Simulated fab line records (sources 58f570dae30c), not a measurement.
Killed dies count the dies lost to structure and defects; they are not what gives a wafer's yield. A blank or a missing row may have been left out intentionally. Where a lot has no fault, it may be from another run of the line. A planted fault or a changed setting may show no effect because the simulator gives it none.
One fault seen from 2 desks | flow berkeley-cmos170 | each desk has only its own numbers; what lay behind them comes last

DESK OF THE TOOL OWNER: rie-diel-02
The tool's own readings at UCB170_SPACER_ETCHBACK_03 (etches SiO2 in CHF3/CF4/Ar, stops on Si, target depth 376 nm, time 100 s): means of the sampled wafers that have a number, for each lot that ran on this tool. A lot is out of limits, marked OUT, if its mean lies more than 4 standard deviations from the usual mean; the brackets give that distance.
Columns: A = drypump-motor-current-A at UCB170_SPACER_ETCHBACK_03, usual 5.9 A; B = oes-product-au at UCB170_SPACER_ETCHBACK_03, usual 0.909 a.u.; C = run-length-s at UCB170_SPACER_ETCHBACK_03, usual 128.2 s; D = throttle-valve-pct at UCB170_SPACER_ETCHBACK_03, usual 6.46 %
lot  | first seen here | A   | B     | C               | D
L556 | day 8 02:40     | 5.7 | 0.903 | 128.5           | 6.38
L561 | day 8 20:37     | 5.8 | 0.920 | 128.3           | 6.51
L569 | day 9 22:55     | 5.5 | 0.928 | 115.2 (-25) OUT | 6.44
L570 | day 11 07:29    | 5.5 | 0.940 | 115.1 (-25) OUT | 6.45
This desk's finding: out of limits on L569, L570; first on L569, day 9 22:55 (run-length-s at UCB170_SPACER_ETCHBACK_03). In limits: L556, L561.

AT THE METROLOGY DESK
Lot by lot, what the gauges showed, no matter which tool ran the lot: averages of those sampled wafers that carry a number. A lot is out of limits, marked OUT, if its mean lies more than 4 standard deviations from the usual mean; the brackets give that distance.
Columns: A = cd-nm at UCB170_GATE_CD_MEAS_12, usual 350.1 nm; B = PLDD_OVL at UCB170_PLDD_OVL_MEAS_07, usual 2 nm; C = cd-nm at UCB170_PSD_CD_MEAS_06, usual 1200.6 nm
lot  | first seen here | A     | B  | C
L555 | day 7 17:45     | 348.0 | -5 | 1200.2
L556 | day 7 18:02     | 353.3 | 3  | 1200.1
L559 | day 8 01:30     | 347.5 | 1  | 1200.9
L560 | day 8 01:47     | 351.6 | 4  | 1200.1
L562 | day 8 10:49     | 352.9 | -5 | 1200.4
L561 | day 8 12:02     | 349.9 | -2 | 1200.9
L565 | day 8 22:26     | 350.0 | 6  | 1199.7
L569 | day 9 14:08     | 348.1 | 0  | 1199.4
L574 | day 10 19:12    | 351.2 | 5  | 1200.9
L570 | day 10 19:27    | 348.5 | 5  | 1198.3
L571 | day 10 19:29    | 352.9 | 4  | 1200.3
L572 | day 10 19:43    | 349.1 | 5  | 1198.8
L577 | day 11 12:05    | 349.7 | 2  | 1202.5
L576 | day 11 12:23    | 352.6 | 0  | 1199.4
This desk's finding: nothing out of limits on any of the 14 lots.

TAKEN TOGETHER
The tool owner's desk could have raised an alarm at day 9 22:55, on L569, L570.
At the metrology desk, nothing out of limits was observed.
The metrology desk has L569, L570 on record, within its limits.
UCB170_SPACER_ETCHBACK_03 was run on rie-diel-02 by each of the lots named.

WHAT THE SIMULATOR PUT IN
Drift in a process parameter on rie-diel-02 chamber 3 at UCB170_SPACER_ETCHBACK_03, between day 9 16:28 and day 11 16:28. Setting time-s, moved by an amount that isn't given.
Lots struck among those shown: L569, L570.
Delay in hours, fault start to first out-of-limits reading, by desk: the tool owner's desk at 6.
